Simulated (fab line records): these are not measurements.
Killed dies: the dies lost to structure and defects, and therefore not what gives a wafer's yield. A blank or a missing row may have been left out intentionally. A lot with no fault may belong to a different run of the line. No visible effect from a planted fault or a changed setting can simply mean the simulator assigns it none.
Struck lot and sound lot, side by side	flow rit-cmos	23 out of 202 route steps
Sound: these wafers, L395.3, L395.4, L395.6. The struck wafers were L409.1, L409.4, L409.5. At the end, the cause is stated.
Per side, at each step with rows, come the tool, then ch with its chambers, and then its first start. Under that, the readings that differ: sound wafers	struck wafers	difference of the means	sigmas: that difference in standard deviations of wafers without a fault.
alike: readings with means less than 2 such deviations apart, plus words and numbers identical on both sides. not compared: withheld readings, readings lacking a value on some wafer, bounds such as >300 that could conceal the same value, and numbers that have no deviation in the record and whose values overlap.
A row with sigmas, a row that says differs or no value, or rows on one side alone: a step with any of these is where the two part. Non-overlapping numbers with no deviation appear without sigmas and do not part them. A reading missing from all wafers of one side parts the sides only when that side holds two or more wafers.

RIT_CONTACT_CD_MEAS_08 targets a cd of 1000 nm.
  struck on cd-sem-01, day 6 11:05; sound on cd-sem-01, day 3 09:41
  alike: cd-nm
RIT_CONTACT_OVL_MEAS_09:
  struck on overlay-02, day 6 11:13; sound on overlay-02, day 3 09:47
  alike: CONTACT_OVL
then, 1 step without rows for these wafers: RIT_CONTACT_HARDBAKE_10 (time 60 s).
RIT_CONTACT_ETCH_11: etches SiO2 in CHF3/CF4/Ar, stops on TiSi2, target depth 480 nm, time 320 s.
  sound on rie-diel-04 ch 0,2,3, day 3 09:58; struck on rie-diel-03 ch 0,1,2, day 6 11:24
  alike: CHF3_flow_sccm, drypump-motor-current-A, oes-product-au, throttle-valve-pct
  not compared: rf-hours-counter-h
RIT_CONTACT_STRIP_12: strips in O2, time 180 s.
  sound on plasma-asher-02 ch 0,1, day 3 10:13; struck on plasma-asher-02 ch 0,1, day 6 11:35
  alike: drypump-motor-current-A
  not compared: rf-hours-counter-h
RIT_CONTACT_CD_MEAS_90 targets a cd of 1000 nm.
  struck on cd-sem-02, day 6 11:46; sound on cd-sem-01, day 3 10:22
  alike: cd-nm
then, 2 steps without rows for these wafers: RIT_CONTACT_CLEAN_13 (cleans in SC1, time 600 s); RIT_CONTACT_CLEAN_14 (cleans in SC2, time 600 s).
RIT_M1_SPUTTER_00: material Al, target thk 400 nm, time 500 s.
  struck on pvd-sputter-02, day 6 12:15; sound on pvd-sputter-02, day 3 10:53
  alike: cathode-dc-power-W, throttle-valve-pct
RIT_M1_RS_MEAS_01: the measuring method here is four-point-probe.
  struck on film-metro-03, day 6 12:33; sound on film-metro-02, day 3 11:13
  alike: M1_AL_RS
RIT_M1_THK_MEAS_02: measures by xrf.
  struck on film-metro-03, day 6 12:40; sound on film-metro-02, day 3 11:19
  alike: M1_AL_THK
then, 1 step without rows for these wafers: RIT_M1_HMDS_03 (prime time 60 s).
RIT_M1_COAT_04: resist thk 1300 nm.
  sound on litho-track-04 ch 0, day 3 11:34; struck on litho-track-01 ch 0, day 6 12:53
reading	sound	struck	difference	sigmas
model.NOVOLAK_of_M1_COAT_04.thk-nm (nm)	1305 1301 1307	1393 1388 1393	+87	
  alike: resist-line-temp-C
then, 4 steps without rows for these wafers: RIT_M1_SOFTBAKE_05 (time 60 s); RIT_M1_EXPOSE_06 (exposes mask M12, target cd 2600 nm); RIT_M1_PEB_07; RIT_M1_DEVELOP_08 (develop time 68.94 s).
RIT_M1_CD_MEAS_09 targets a cd of 2600 nm.
  struck on cd-sem-01, day 6 13:37; sound on cd-sem-02, day 3 12:24
reading	sound	struck	difference	sigmas
cd-nm (nm)	2603.4 2601.1 2601.0	2609.5 2609.8 2607.1	+7.0	+3
RIT_M1_OVL_MEAS_10:
  struck on overlay-01, day 6 13:44; sound on overlay-01, day 3 12:30
  alike: M1_OVL
then, 1 step without rows for these wafers: RIT_M1_HARDBAKE_11 (time 120 s).
RIT_M1_METAL_ETCH_12: etches Al in Cl2/BCl3, stops on SiO2, time 165 s, target depth 600 nm.
  sound on rie-metal-02 ch 1, day 3 12:53; struck on rie-metal-01 ch 0,1, day 6 14:01
reading	sound	struck	difference	sigmas
model.NOVOLAK_of_M1_COAT_04.thk-nm (nm)	813.1 812.5 816.5	892.1 887.2 885.7	+74.3	
  alike: drypump-motor-current-A, oes-product-au, throttle-valve-pct
  not compared: rf-hours-counter-h
then, 1 step without rows for these wafers: RIT_M1_STRIP_13 (strips in nmp, time 600 s).
RIT_M1_PROBE_99:
  struck on prober-01, day 6 16:17; sound on prober-01, day 3 16:06
reading	sound	struck	difference	sigmas
defect-limited-yield (%)	95.5 98.1 93.2	98.9 97.7 98.5	+2.8	+2
killed-at-front-end	12 5 18	3 5 4	-8	-2
killed-dies	12 5 18	3 6 4	-7	-2
sort_bin_6_memory (%)	2.3 0.8 3.8	0 0.8 0.8	-2	-2
sort-n-pass	252 259 246	261 258 260	+7	+2
sort-yield-pct (%)	95.5 98.1 93.2	98.9 97.7 98.5	+2.8	+2
  alike: killed-at-contacts, killed-open, killed-short, sort_bin_3_pad_short, sort_bin_5_function

== WHERE THEY PART ==
Earliest at RIT_M1_CD_MEAS_09; latest, in this record, at RIT_M1_PROBE_99.

WHY: what had been put in by the simulator
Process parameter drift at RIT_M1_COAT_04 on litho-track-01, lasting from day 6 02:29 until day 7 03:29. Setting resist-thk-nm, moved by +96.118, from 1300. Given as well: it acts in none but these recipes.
